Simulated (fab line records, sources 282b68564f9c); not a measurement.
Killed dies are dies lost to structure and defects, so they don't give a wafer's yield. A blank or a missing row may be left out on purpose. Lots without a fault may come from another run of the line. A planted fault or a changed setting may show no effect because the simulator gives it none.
fab line records | flow rit_cmos
record lots=5 wafers=15 last_day=6
route steps=202 shown SDANNEAL@156 PSD@157 NSD@158 PLDD@159 NLDD@160 SILICIDE@161 CONTACT@168 M1@184
lots that met no fault: from a run of the same line without faults
start_h: hours from the record's first day to the start of the lot's first wafer shown | wait_h: hours since the lot's step before | " the same as in the row above | L1.1+2: a row that stands for several wafers | - no value, or no start given | * or withheld: withheld | < > ~ a bound
route shown NAME@n: a module of which the file shows steps, and the number in the route of the first | usual: mean/standard deviation of fault-free wafers | same: alike in all rows | chamber/n: place in a boat | sites: the reading at each site | _std_site: their standard deviation | _edge_site: outer sites' mean less inner sites' | radius_mm: how far each site lies from the wafer's centre | mask NAME#n: copy n | behind: the tool/chamber that last shaped the wafer | hold: why the lot was held/for how many hours/how that ended | device: the transistor (n, p or np) that didn't switch | end of line: the same wafers' tests at the end of the route | a step without rows: its recipe alone | killed: dies lost to structure and defects at the first sort, not the wafer's yield | map: a wafer's dies, x killed, . not, _ none there
set.NAME: the setting as run; set.NAME@STEP: as run at that earlier step | model.NAME: the simulator's own value behind a step, which no gauge read
lots at some steps of the route; a table a step, a row a wafer
services: from which hour (start_h, from the record's first day; less than 0 if before it) a tool's chamber was out of use, for how many hours, and why
## steps
# step RIT_SDANNEAL_RTA_03
# recipe temp_c=1050 time_s=5 idle_temp_c=600 ramp_up_c_per_s=342 ramp_down_c_per_s=171 cool_to_c=600 ambient=N2
# usual wafer_temp_C_max=1053.6/1.2
# columns lot.wafer tool chamber start_h wait_h wafer_temp_C_max
L517.1 rtp_anneal-01 0 58.56 0.0 1056.0
L517.2 " 0 " " 1054.2
L517.4 " 0 " " 1054.8
L521.1 rtp_anneal-01 0 79.59 0.0 1052.9
L521.3 " 0 " " 1053.1
L521.5 " 0 " " 1054.1
L523.3 rtp_anneal-01 0 88.68 0.0 1053.7
L523.4 " 0 " " 1052.1
L523.6 " 0 " " 1053.7
L528.1 rtp_anneal-02 0 118.82 0.0 1053.2
L528.5 " 0 " " 1054.8
L528.6 " 0 " " 1054.1
L531.1 rtp_anneal-01 0 130.63 0.0 1053.8
L531.4 " 0 " " 1054.8
L531.5 " 0 " " 1052.9
# step RIT_SDANNEAL_RS_MEAS_04
# recipe thk_meas_gauge=four-point-probe
# usual PSD_RS=115.9/0.36
# columns lot.wafer tool chamber start_h wait_h PSD_RS[ohm/sq]
L517.1 film_metro-01 - 58.62 0.0 116.4
L517.2 " - " " 116.6
L517.4 " - " " 116.6
L521.1 film_metro-01 - 79.65 0.0 116.0
L521.3 " - " " 116.3
L521.5 " - " " 116.0
L523.3 film_metro-02 - 88.76 0.1 115.8
L523.4 " - " " 115.4
L523.6 " - " " 115.8
L528.1 film_metro-03 - 118.88 0.0 115.8
L528.5 " - " " 116.2
L528.6 " - " " 116.0
L531.1 film_metro-01 - 130.69 0.0 116.2
L531.4 " - " " 116.2
L531.5 " - " " 115.9
# step RIT_SDANNEAL_RS_MEAS_05
# recipe thk_meas_gauge=four-point-probe
# usual NSD_RS=84.6/0.35
# columns lot.wafer tool chamber start_h wait_h NSD_RS[ohm/sq]
L517.1 film_metro-01 - 58.74 0.1 85.0
L517.2 " - " " 84.7
L517.4 " - " " 84.9
L521.1 film_metro-01 - 79.77 0.1 84.7
L521.3 " - " " 84.7
L521.5 " - " " 84.5
L523.3 film_metro-02 - 88.88 0.1 84.1
L523.4 " - " " 84.3
L523.6 " - " " 84.3
L528.1 film_metro-03 - 119.00 0.1 84.7
L528.5 " - " " 84.6
L528.6 " - " " 84.4
L531.1 film_metro-01 - 130.81 0.1 85.1
L531.4 " - " " 84.9
L531.5 " - " " 85.0
# step RIT_SDANNEAL_RS_MEAS_06
# recipe thk_meas_gauge=four-point-probe
# usual PLDD_RS=178.7/0.57
# columns lot.wafer tool chamber start_h wait_h PLDD_RS[ohm/sq]
L517.1 film_metro-01 - 58.86 0.1 179.3
L517.2 " - " " 179.0
L517.4 " - " " 179.0
L521.1 film_metro-01 - 79.89 0.1 178.8
L521.3 " - " " 179.4
L521.5 " - " " 179.3
L523.3 film_metro-02 - 89.00 0.1 177.6
L523.4 " - " " 178.2
L523.6 " - " " 178.0
L528.1 film_metro-03 - 119.12 0.1 178.1
L528.5 " - " " 178.9
L528.6 " - " " 178.1
L531.1 film_metro-01 - 130.93 0.1 178.9
L531.4 " - " " 178.5
L531.5 " - " " 178.7
# step RIT_SDANNEAL_RS_MEAS_07
# recipe thk_meas_gauge=four-point-probe
# usual NLDD_RS=150.3/0.55
# columns lot.wafer tool chamber start_h wait_h NLDD_RS[ohm/sq]
L517.1 film_metro-01 - 58.98 0.1 150.2
L517.2 " - " " 150.2
L517.4 " - " " 150.3
L521.1 film_metro-01 - 80.01 0.1 150.7
L521.3 " - " " 151.1
L521.5 " - " " 150.7
L523.3 film_metro-02 - 89.12 0.1 150.0
L523.4 " - " " 150.2
L523.6 " - " " 149.8
L528.1 film_metro-03 - 119.24 0.1 150.2
L528.5 " - " " 150.6
L528.6 " - " " 149.9
L531.1 film_metro-01 - 131.05 0.1 150.6
L531.4 " - " " 150.9
L531.5 " - " " 150.7
# step RIT_SILICIDE_WET_ETCH_00
# recipe chemistry=BOE target=SiO2 target_depth_nm=14 time_s=14.28 dry=n2_spin dilution=10:1 temp_c=21.5
# step RIT_SILICIDE_SPUTTER_01
# recipe material=Ti target_thk_nm=30 power_w=350 chamber_pressure_pa=0.667 gas=Ar time_s=240 substrate_temp_c=25
# step RIT_SILICIDE_RS_MEAS_02
# recipe thk_meas_gauge=four-point-probe reads=Ti_of_SILICIDE_SPUTTER_01
# usual SILICIDE_TI_RS=47.8/0.73
# columns lot.wafer tool chamber start_h wait_h SILICIDE_TI_RS[ohm/sq]
L517.1 film_metro-02 - 59.26 0.1 46.5
L517.2 " - " " 48.2
L517.4 " - " " 47.4
L521.1 film_metro-04 - 80.29 0.1 47.9
L521.3 " - " " 47.9
L521.5 " - " " 48.5
L523.3 film_metro-04 - 89.40 0.1 47.9
L523.4 " - " " 47.5
L523.6 " - " " 46.8
L528.1 film_metro-04 - 119.53 0.1 48.7
L528.5 " - " " 47.7
L528.6 " - " " 47.7
L531.1 film_metro-04 - 131.33 0.1 47.1
L531.4 " - " " 48.2
L531.5 " - " " 47.8
# step RIT_SILICIDE_THK_MEAS_03
# recipe thk_meas_gauge=xrf reads=Ti_of_SILICIDE_SPUTTER_01
# usual SILICIDE_TI_THK=30.1/0.41
# columns lot.wafer tool chamber start_h wait_h SILICIDE_TI_THK[nm]
L517.1 film_metro-02 - 59.38 0.1 30.8
L517.2 " - " " 29.8
L517.4 " - " " 30.2
L521.1 film_metro-04 - 80.41 0.1 30.1
L521.3 " - " " 30.2
L521.5 " - " " 30.0
L523.3 film_metro-04 - 89.50 0.1 30.0
L523.4 " - " " 30.4
L523.6 " - " " 30.7
L528.1 film_metro-04 - 119.65 0.1 29.6
L528.5 " - " " 30.2
L528.6 " - " " 30.1
L531.1 film_metro-04 - 131.45 0.1 30.7
L531.4 " - " " 29.9
L531.5 " - " " 30.3
# step RIT_SILICIDE_RTA_04
# recipe temp_c=650 time_s=10 idle_temp_c=25 ramp_up_s=5 ramp_down_s=5 cool_to_c=25 ambient=N2
# usual wafer_temp_C_max=653.6/1.5
# columns lot.wafer tool chamber start_h wait_h wafer_temp_C_max
L517.1 rtp_anneal-02 0 59.44 0.1 652.9
L517.2 " 0 " " 651.4
L517.4 " 0 " " 653.4
L521.1 rtp_anneal-02 0 80.47 0.1 651.4
L521.3 " 0 " " 652.3
L521.5 " 0 " " 652.6
L523.3 rtp_anneal-02 0 89.56 0.1 651.3
L523.4 " 0 " " 652.8
L523.6 " 0 " " 651.8
L528.1 rtp_anneal-01 0 119.71 0.1 653.8
L528.5 " 0 " " 655.1
L528.6 " 0 " " 654.5
L531.1 rtp_anneal-02 0 131.51 0.1 654.5
L531.4 " 0 " " 653.4
L531.5 " 0 " " 653.0
# step RIT_SILICIDE_WET_ETCH_05
# recipe chemistry=SPM target=Ti temp_c=90 time_s=120 dry=n2_spin
# step RIT_SILICIDE_RTA_06
# recipe temp_c=750 time_s=10 idle_temp_c=25 ramp_up_s=5 ramp_down_s=10 cool_to_c=25 ambient=N2
# usual wafer_temp_C_max=754.3/1.8
# columns lot.wafer tool chamber start_h wait_h wafer_temp_C_max
L517.1 rtp_anneal-01 0 59.62 0.0 755.0
L517.2 " 0 " " 755.4
L517.4 " 0 " " 757.0
L521.1 rtp_anneal-01 0 80.65 0.0 754.8
L521.3 " 0 " " 756.3
L521.5 " 0 " " 754.1
L523.3 rtp_anneal-01 0 89.67 0.0 757.5
L523.4 " 0 " " 755.9
L523.6 " 0 " " 754.7
L528.1 rtp_anneal-02 0 119.81 0.0 751.8
L528.5 " 0 " " 752.6
L528.6 " 0 " " 752.3
L531.1 rtp_anneal-01 0 131.62 0.0 758.5
L531.4 " 0 " " 755.1
L531.5 " 0 " " 753.8
# step RIT_CONTACT_CVD_00
# recipe material=SiO2 target_thk_nm=400 precursor=TEOS temp_c=390 time_s=59.47 rf_w=400
# usual heater_power_w=310/51 rf_fwd_power_W=396.5/1.5 susceptor_temp_C=390.00/0.21
# columns lot.wafer tool chamber start_h wait_h heater_power_w rf_fwd_power_W susceptor_temp_C model.SiO2_of_CONTACT_CVD_00.thk_nm
L517.1 pecvd-01 0 59.69 0.1 261 398.6 389.95 373.6
L517.2 " 2 " " 344 396.7 389.91 377.9
L517.4 " 0 " " 270 396.9 389.48 380.3
L521.1 pecvd-04 1 80.72 0.1 325 393.5 390.33 384
L521.3 " 0 " " 287 396.0 390.02 385.3
L521.5 " 0 " " 209 396.4 390.15 391.2
L523.3 pecvd-01 0 89.71 0.0 253 444.4 390.16 390.4
L523.4 " 2 " " 336 398.1 390.04 381.3
L523.6 " 0 " " 256 445.4 389.74 392.8
L528.1 pecvd-03 0 119.88 0.1 351 393.2 390.17 383.1
L528.5 " 2 " " 331 397.4 390.35 378.8
L528.6 " 1 " " 426 398.0 389.94 388.3
L531.1 pecvd-03 0 131.68 0.1 354 397.6 389.63 386.9
L531.4 " 2 " " 324 395.8 390.31 388.8
L531.5 " 0 " " 362 396.5 389.87 394.2
# step RIT_CONTACT_THK_MEAS_01
# recipe reads=SiO2_of_CONTACT_CVD_00
# usual CONTACT_TEOS_THK=387/6.2
# columns lot.wafer tool chamber start_h wait_h CONTACT_TEOS_THK[nm]
L517.1 film_metro-03 - 59.76 0.1 373
L517.2 " - " " 378
L517.4 " - " " 380
L521.1 film_metro-01 - 80.77 0.0 384
L521.3 " - " " 385
L521.5 " - " " 391
L523.3 film_metro-04 - 89.79 0.0 390
L523.4 " - " " 381
L523.6 " - " " 393
L528.1 film_metro-03 - 119.93 0.0 383
L528.5 " - " " 379
L528.6 " - " " 388
L531.1 film_metro-03 - 131.73 0.0 387
L531.4 " - " " 389
L531.5 " - " " 394
# step RIT_CONTACT_HMDS_02
# recipe prime_time_s=60 prime_temp_c=140
# step RIT_CONTACT_COAT_03
# recipe resist=NOVOLAK spin_rpm=3250 resist_thk_nm=1000
# step RIT_CONTACT_SOFTBAKE_04
# recipe resist=NOVOLAK temp_c=90 time_s=60
# step RIT_CONTACT_EXPOSE_05
# recipe mask_id=M11 na=0.6 source_shape=conventional sigma_outer=0.5 target_cd_nm=1000 dose_mj=250
# step RIT_CONTACT_PEB_06
# recipe resist=NOVOLAK temp_c=withheld time_s=withheld
# step RIT_CONTACT_DEVELOP_07
# recipe resist=NOVOLAK develop_time_s=120 dev_temp_c=23
# step RIT_CONTACT_CD_MEAS_08
# recipe target_cd_nm=1000
# usual cd_nm=999.9/2.3
# columns lot.wafer tool chamber start_h wait_h cd_nm
L517.1 cd_sem-01 - 60.91 - 1005.2
L517.2 " - " " 1003.3
L517.4 " - " " 1004.5
L521.1 cd_sem-02 - 81.91 - 999.7
L521.3 " - " " 998.8
L521.5 " - " " 999.6
L523.3 cd_sem-01 - 90.83 - 1000.9
L523.4 " - " " 1001.4
L523.6 " - " " 1000.7
L528.1 cd_sem-01 - 121.08 - 996.8
L528.5 " - " " 996.1
L528.6 " - " " 995.4
L531.1 cd_sem-02 - 132.76 - 999.6
L531.4 " - " " 1000.4
L531.5 " - " " 998.6
# step RIT_CONTACT_OVL_MEAS_09
# usual CONTACT_OVL=-0.2/1.4
# columns lot.wafer tool chamber start_h wait_h CONTACT_OVL[nm]
L517.1 overlay-01 - 61.03 0.1 0.1
L517.2 " - " " 0.5
L517.4 " - " " 1.3
L521.1 overlay-02 - 82.03 0.1 -0.8
L521.3 " - " " 0.3
L521.5 " - " " 1.8
L523.3 overlay-02 - 90.92 0.1 -0.3
L523.4 " - " " 2.1
L523.6 " - " " 1.1
L528.1 overlay-02 - 121.20 0.1 0.2
L528.5 " - " " 1.4
L528.6 " - " " 0.3
L531.1 overlay-01 - 132.88 0.1 -1.0
L531.4 " - " " -2.3
L531.5 " - " " -1.8
# step RIT_CONTACT_HARDBAKE_10
# recipe resist=NOVOLAK temp_c=140 time_s=60
# step RIT_CONTACT_ETCH_11
# recipe target_depth_a=4800 over_etch_frac=0.2 stop_on=TiSi2 chemistry=CHF3/CF4/Ar target=SiO2 CHF3_flow_sccm=50 cf4_flow_sccm=10 Ar_flow_sccm=100 O2_flow_sccm=5 pressure_mtorr=100 rf_w=200 time_s=320
# usual O2_flow_sccm=5.002/0.014 drypump_motor_current_A=5.8/0.45 oes_product_au=0.980/0.013 throttle_valve_pct=8.86/0.11
# columns lot.wafer tool chamber start_h wait_h O2_flow_sccm drypump_motor_current_A oes_product_au rf_hours_counter_h throttle_valve_pct model.etch.depth_nm model.CONTACT.feature_depth_nm
L517.1 rie_diel-01 0 61.22 0.1 5.010 6.4 0.979 66 8.84 373.6 373.6
L517.2 " 2 " " 5.026 5.4 1.003 3 8.87 377.9 377.9
L517.4 " 1 " " 4.996 5.7 0.986 152 8.87 380.3 380.3
L521.1 rie_diel-01 0 82.22 0.1 5.005 6.5 0.972 67 8.86 384 384
L521.3 " 1 " " 5.009 5.7 0.983 152 8.88 385.3 385.3
L521.5 " 2 " " 5.000 5.4 1.003 - 8.89 391.2 391.2
L523.3 rie_diel-01 1 91.40 0.1 4.987 5.7 0.990 153 8.89 390.4 390.4
L523.4 " 2 " " 5.022 5.4 0.997 3 8.89 381.3 381.3
L523.6 " 2 " " 5.023 5.4 1.010 - 8.88 392.8 392.8
L528.1 rie_diel-02 1 121.39 0.1 5.003 6.1 0.976 6 8.77 383.1 383.1
L528.5 " 1 " " 5.017 6.1 0.970 - 8.79 378.8 378.8
L528.6 " 2 " " 5.012 5.3 0.997 - 8.90 388.3 388.3
L531.1 rie_diel-02 1 133.07 0.1 5.011 6.1 0.981 7 8.79 386.9 386.9
L531.4 " 2 " " 5.019 5.4 1.004 4 8.92 388.8 388.8
L531.5 " 2 " " 5.016 5.4 0.993 - 8.92 394.2 394.2
# step RIT_CONTACT_STRIP_12
# recipe chemistry=O2 time_s=180 resist=NOVOLAK platen_temp_c=withheld power_w=500 pressure_mtorr=4000 o2_flow_sccm=4000
# usual drypump_motor_current_A=5.5/0.52
# columns lot.wafer tool chamber start_h wait_h drypump_motor_current_A rf_hours_counter_h
L517.1 plasma_asher-01 0 61.41 0.1 4.8 42
L517.2 " 1 " " 5.7 42
L517.4 " 0 " " 4.8 -
L521.1 plasma_asher-02 0 82.41 0.1 5.2 45
L521.3 " 1 " " 6.2 -
L521.5 " 1 " " 6.2 -
L523.3 plasma_asher-02 1 91.66 0.2 6.2 -
L523.4 " 0 " " 5.2 -
L523.6 " 0 " " 5.2 -
L528.1 plasma_asher-01 1 121.58 0.1 5.7 50
L528.5 " 0 " " 4.9 -
L528.6 " 1 " " 5.8 -
L531.1 plasma_asher-02 1 133.26 0.1 6.2 1
L531.4 " 0 " " 5.2 -
L531.5 " 1 " " 6.2 -
# step RIT_CONTACT_CD_MEAS_90
# recipe target_cd_nm=1000
# usual cd_nm=999.8/2.4
# columns lot.wafer tool chamber start_h wait_h cd_nm
L517.1 cd_sem-01 - 61.59 0.1 1005.1
L517.2 " - " " 1002.9
L517.4 " - " " 1004.8
L521.1 cd_sem-01 - 82.59 0.1 1000.1
L521.3 " - " " 998.9
L521.5 " - " " 999.4
L523.3 cd_sem-01 - 91.81 0.1 1001.4
L523.4 " - " " 1001.5
L523.6 " - " " 1000.4
L528.1 cd_sem-02 - 121.76 0.1 996.4
L528.5 " - " " 995.8
L528.6 " - " " 995.9
L531.1 cd_sem-02 - 133.44 0.1 999.0
L531.4 " - " " 1000.2
L531.5 " - " " 999.2
# step RIT_CONTACT_CLEAN_13
# recipe chemistry=SC1 mix=3:3:50 time_s=600 temp_c=75
# step RIT_CONTACT_CLEAN_14
# recipe chemistry=SC2 mix=3:3:50 time_s=600 temp_c=75 dry=n2_spin
# step RIT_M1_SPUTTER_00
# recipe material=Al target_thk_nm=400 power_w=2000 chamber_pressure_pa=0.4 gas=Ar time_s=500 substrate_temp_c=25
# usual cathode_dc_power_W=2000.0/0.34 throttle_valve_pct=30.3/0.96
# columns lot.wafer tool chamber start_h wait_h cathode_dc_power_W throttle_valve_pct
L517.1 pvd_sputter-03 - 62.07 0.0 2000.4 32.2
L517.2 " - " " 1999.7 29.3
L517.4 " - " " 2000.1 30.1
L521.1 pvd_sputter-03 - 83.07 0.0 2000.3 30.1
L521.3 " - " " 1999.9 32.4
L521.5 " - " " 1999.8 32.4
L523.3 pvd_sputter-03 - 92.24 0.0 1999.9 29.4
L523.4 " - " " 1999.9 31.2
L523.6 " - " " 2000.1 31.0
L528.1 pvd_sputter-02 - 122.24 0.0 2000.0 29.3
L528.5 " - " " 1999.9 29.2
L528.6 " - " " 1999.7 30.0
L531.1 pvd_sputter-03 - 133.94 0.0 2000.0 29.3
L531.4 " - " " 1999.6 32.1
L531.5 " - " " 1999.8 31.0
# step RIT_M1_RS_MEAS_01
# recipe thk_meas_gauge=four-point-probe reads=Al_of_M1_SPUTTER_00
# usual M1_AL_RS=0.0737/0.00093
# columns lot.wafer tool chamber start_h wait_h M1_AL_RS[ohm/sq]
L517.1 film_metro-03 - 62.37 0.1 0.0734
L517.2 " - " " 0.0741
L517.4 " - " " 0.0748
L521.1 film_metro-02 - 83.37 0.1 0.0751
L521.3 " - " " 0.0728
L521.5 " - " " 0.0733
L523.3 film_metro-02 - 92.58 0.2 0.0737
L523.4 " - " " 0.0732
L523.6 " - " " 0.0730
L528.1 film_metro-03 - 122.54 0.1 0.0746
L528.5 " - " " 0.0747
L528.6 " - " " 0.0749
L531.1 film_metro-02 - 134.23 0.1 0.0729
L531.4 " - " " 0.0715
L531.5 " - " " 0.0726
# step RIT_M1_THK_MEAS_02
# recipe thk_meas_gauge=xrf reads=Al_of_M1_SPUTTER_00
# usual M1_AL_THK=399/5.2
# columns lot.wafer tool chamber start_h wait_h M1_AL_THK[nm]
L517.1 film_metro-03 - 62.49 0.1 402
L517.2 " - " " 396
L517.4 " - " " 396
L521.1 film_metro-02 - 83.49 0.1 391
L521.3 " - " " 404
L521.5 " - " " 400
L523.3 film_metro-02 - 92.68 0.1 396
L523.4 " - " " 398
L523.6 " - " " 401
L528.1 film_metro-03 - 122.66 0.1 392
L528.5 " - " " 392
L528.6 " - " " 395
L531.1 film_metro-02 - 134.35 0.1 401
L531.4 " - " " 406
L531.5 " - " " 397
# step RIT_M1_HMDS_03
# recipe prime_time_s=60 prime_temp_c=140
# step RIT_M1_COAT_04
# recipe resist=NOVOLAK spin_rpm=2000 resist_thk_nm=1300
# step RIT_M1_SOFTBAKE_05
# recipe resist=NOVOLAK temp_c=90 time_s=60
# step RIT_M1_EXPOSE_06
# recipe mask_id=M12 na=0.6 source_shape=conventional sigma_outer=0.5 target_cd_nm=2600 dose_mj=246.5
# step RIT_M1_PEB_07
# recipe resist=NOVOLAK temp_c=withheld time_s=withheld
# step RIT_M1_DEVELOP_08
# recipe resist=NOVOLAK develop_time_s=64.68 dev_temp_c=23
# step RIT_M1_CD_MEAS_09
# recipe target_cd_nm=2600
# usual cd_nm=2600.1/2.2
# columns lot.wafer tool chamber start_h wait_h cd_nm
L517.1 cd_sem-01 - 63.55 - 2600.9
L517.2 " - " " 2600.6
L517.4 " - " " 2598.3
L521.1 cd_sem-02 - 84.55 - 2601.3
L521.3 " - " " 2600.7
L521.5 " - " " 2598.5
L523.3 cd_sem-02 - 93.64 - 2592.2
L523.4 " - " " 2595.3
L523.6 " - " " 2594.4
L528.1 cd_sem-01 - 123.75 - 2602.5
L528.5 " - " " 2601.3
L528.6 " - " " 2603.5
L531.1 cd_sem-01 - 135.42 - 2599.5
L531.4 " - " " 2600.0
L531.5 " - " " 2600.3
# step RIT_M1_OVL_MEAS_10
# usual M1_OVL=-0.6/1.3
# columns lot.wafer tool chamber start_h wait_h M1_OVL[nm]
L517.1 overlay-02 - 63.67 0.1 -2.0
L517.2 " - " " 1.5
L517.4 " - " " -1.2
L521.1 overlay-02 - 84.67 0.1 -0.8
L521.3 " - " " 0.1
L521.5 " - " " -0.2
L523.3 overlay-02 - 93.73 0.1 -2.1
L523.4 " - " " -1.6
L523.6 " - " " -0.1
L528.1 overlay-02 - 123.87 0.1 0.7
L528.5 " - " " -0.3
L528.6 " - " " -1.2
L531.1 overlay-01 - 135.54 0.1 -0.9
L531.4 " - " " -1.1
L531.5 " - " " -2.5
# step RIT_M1_HARDBAKE_11
# recipe resist=NOVOLAK temp_c=140 time_s=120
# step RIT_M1_METAL_ETCH_12
# recipe stop_on=SiO2 chemistry=Cl2/BCl3 target=Al time_s=165 over_etch_frac=0.5 pressure_mtorr=100 target_depth_a=6000 rf_w=250 Cl2_flow_sccm=60 bcl3_flow_sccm=50
# usual drypump_motor_current_A=5.7/0.36 oes_product_au=0.770/0.011 throttle_valve_pct=8.30/0.15
# columns lot.wafer tool chamber start_h wait_h drypump_motor_current_A oes_product_au rf_hours_counter_h throttle_valve_pct model.SiO2_of_CONTACT_CVD_00.thk_nm
L517.1 rie_metal-04 0 63.96 0.2 5.5 0.776 38 8.15 336.2
L517.2 " 1 " " 5.4 0.776 33 8.40 341.9
L517.4 " 1 " " 5.4 0.766 - 8.39 344
L521.1 rie_metal-01 1 84.96 0.2 5.3 0.761 3 8.48 348
L521.3 " 0 " " 6.1 0.766 - 8.08 349.3
L521.5 " 0 " " 6.1 0.764 - 8.06 355
L523.3 rie_metal-04 1 94.06 0.2 5.4 0.779 - 8.39 354
L523.4 " 0 " " 5.5 0.784 - 8.13 343.9
L523.6 " 1 " " 5.4 0.779 - 8.39 356
L528.1 rie_metal-03 1 124.33 0.2 6.1 0.764 2 8.31 347.7
L528.5 " 1 " " 6.1 0.765 - 8.31 343.5
L528.6 " 0 " " 5.4 0.784 - 8.46 351.8
L531.1 rie_metal-03 0 135.82 0.2 5.4 0.786 1 8.45 350.4
L531.4 " 1 " " 6.1 0.778 - 8.32 353.2
L531.5 " 1 " " 6.1 0.772 - 8.31 358.3
# step RIT_M1_STRIP_13
# recipe chemistry=nmp resist=NOVOLAK temp_c=80 time_s=600 dry=n2_spin
# step RIT_M1_PROBE_99
# usual killed_at_contacts=0.1/0.36 killed_at_front_end=7.2/2.9 killed_dies=7.4/2.9 killed_open=3.8/2 killed_short=3.5/2
# same gross_dies=264 killed_at_M0_to_M3=0 killed_at_M4_up=0 killed_at_back_side=0 killed_at_other=0
# columns lot.wafer tool chamber start_h wait_h killed_at_contacts killed_at_front_end killed_dies killed_open killed_short
L517.1 prober-02 - 66.33 0.1 0 5 5 3 2
L517.2 prober-02 - 66.38 0.1 0 5 5 2 3
L517.4 prober-02 - 66.48 0.2 0 5 5 3 2
L521.1 prober-02 - 88.67 0.1 1 9 10 4 6
L521.3 prober-02 - 88.77 0.2 0 7 7 4 3
L521.5 prober-02 - 88.87 0.2 1 5 6 3 3
L523.3 prober-02 - 97.04 0.2 0 10 10 6 4
L523.4 prober-02 - 97.09 0.2 1 10 11 8 3
L523.6 prober-02 - 97.19 0.2 0 6 6 5 1
L528.1 prober-02 - 126.59 0.1 0 10 10 4 6
L528.5 prober-02 - 126.79 0.2 0 15 15 10 5
L528.6 prober-02 - 126.84 0.2 0 7 7 4 3
L531.1 prober-01 - 138.51 0.1 0 4 4 3 1
L531.4 prober-01 - 138.66 0.2 0 1 1 1 0
L531.5 prober-01 - 138.71 0.2 0 6 6 4 2
# killed by level:class
L517.1 GATE:geometric_particle:open=2 FOX1:geometric_particle:short=1 GATE:geometric_particle:short=1 REOX:geometric_particle:open=1
L517.2 REOX:geometric_particle:open=2 FOX1:geometric_particle:short=1 GATE:geometric_particle:short=1 SPACER:geometric_particle:short=1
L517.4 GATE:geometric_particle:open=2 FOX1:geometric_particle:short=1 FOX1:geometric_particle:open=1 GATE:geometric_particle:short=1
L521.1 GATE:geometric_particle:short=2 SPACER:geometric_particle:short=2 FOX1:geometric_particle:open=1 GATE:geometric_particle:open=1 REOX:geometric_particle:short=1 SPACER:geometric_particle:open=1 SILICIDE:geometric_particle:open=1 CONTACT:geometric_particle:short=1
L521.3 GATE:geometric_particle:open=3 GATE:geometric_particle:short=1 REOX:geometric_particle:open=1 REOX:geometric_particle:short=1 SPACER:geometric_particle:short=1
L521.5 GATE:geometric_particle:open=2 FOX1:geometric_particle:open=1 REOX:geometric_particle:short=1 SPACER:geometric_particle:short=1 CONTACT:geometric_particle:short=1
L523.3 SPACER:geometric_particle:open=3 GATE:geometric_particle:open=2 SPACER:geometric_particle:short=2 FOX1:geometric_particle:short=1 REOX:geometric_particle:open=1 REOX:geometric_particle:short=1
L523.4 GATE:geometric_particle:open=6 FOX1:geometric_particle:open=1 GATE:geometric_particle:short=1 REOX:geometric_particle:short=1 SILICIDE:geometric_particle:open=1 CONTACT:geometric_particle:short=1
L523.6 SPACER:geometric_particle:open=2 SILICIDE:geometric_particle:open=2 FOX2:geometric_particle:open=1 REOX:geometric_particle:short=1
L528.1 GATE:geometric_particle:short=4 SILICIDE:geometric_particle:open=2 SILICIDE:geometric_particle:short=2 GATE:geometric_particle:open=1 SPACER:geometric_particle:open=1
L528.5 SILICIDE:geometric_particle:open=4 FOX2:geometric_particle:short=3 SPACER:geometric_particle:open=3 GATE:geometric_particle:open=2 FOX2:geometric_particle:open=1 GATE:geometric_particle:short=1 SPACER:geometric_particle:short=1
L528.6 GATE:geometric_particle:open=3 FOX1:geometric_particle:short=1 FOX2:geometric_particle:open=1 GATE:geometric_particle:short=1 REOX:geometric_particle:short=1
L531.1 GATE:geometric_particle:open=1 REOX:geometric_particle:short=1 REOX:geometric_particle:open=1 SILICIDE:geometric_particle:open=1
L531.4 SILICIDE:geometric_particle:open=1
L531.5 FOX2:geometric_particle:open=1 FOX2:geometric_particle:short=1 GATE:geometric_particle:open=1 REOX:geometric_particle:short=1 REOX:geometric_particle:open=1 SPACER:geometric_particle:open=1
## services
# columns tool chamber start_h hours kind
pecvd-01 - 34.78 0.5 repair
rie_diel-01 - 45.93 3.2 repair
rie_diel-02 1 46.16 14.7 repair
pecvd-03 - 50.42 2.6 repair
pvd_sputter-02 - 53.78 10.5 repair
pecvd-04 2 67.39 2.4 repair
rie_metal-03 0 69.67 29.5 repair
rie_diel-02 0 73.09 12.9 repair
pecvd-03 1 92.54 20.3 repair
rie_metal-04 1 99.56 8.8 repair
rie_diel-01 2 101.06 17.1 repair
pecvd-04 - 103.93 0.9 repair
plasma_asher-02 - 107.56 3.9 repair
pecvd-04 2 109.34 3.8 repair
plasma_asher-02 - 111.42 9.0 pm
plasma_asher-02 0 111.42 9.0 vent_cycle
plasma_asher-02 1 111.42 9.0 vent_cycle
rie_metal-01 - 115.84 0.8 repair
plasma_asher-02 0 120.42 - clean
plasma_asher-02 1 120.42 - clean
pvd_sputter-03 - 120.84 3.1 repair
rie_metal-04 - 131.44 2.8 pm
rtp_anneal-02 - 133.09 5.1 pm
rie_diel-01 1 135.75 - clean
## key
first_sign step=RIT_CONTACT_CVD_00 reading=rf_fwd_power_W direction=up sigmas=32 usual=396.5 struck=444.9
effect none on later readings
model_effect step=RIT_CONTACT_CVD_00 value=SiO2_of_CONTACT_CVD_00.thk_nm without=378.1 struck=391.6
model_effect step=RIT_CONTACT_ETCH_11 value=etch.depth_nm without=378.1 struck=391.6
model_effect step=RIT_M1_METAL_ETCH_12 value=SiO2_of_CONTACT_CVD_00.thk_nm without=341.5 struck=355
met_at RIT_CONTACT_CVD_00
struck_wafers L523.3,L523.6
tester_left_out L523
onset_between 59.69 89.71
fault kind=process_parameter_drift tool=pecvd-01 chamber=0 onset_h=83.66 steps=RIT_CONTACT_CVD_00 channel=rf_w offset=48 shape=step end_h=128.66 stated=400
# tester_left_out: of these lots the tester's yield and bins aren't shown, on N5 and GAA mostly nor the transistor test; their killed dies are dies lost to structure and defects alone, not to doping, threshold or leakage, so they don't give the yield
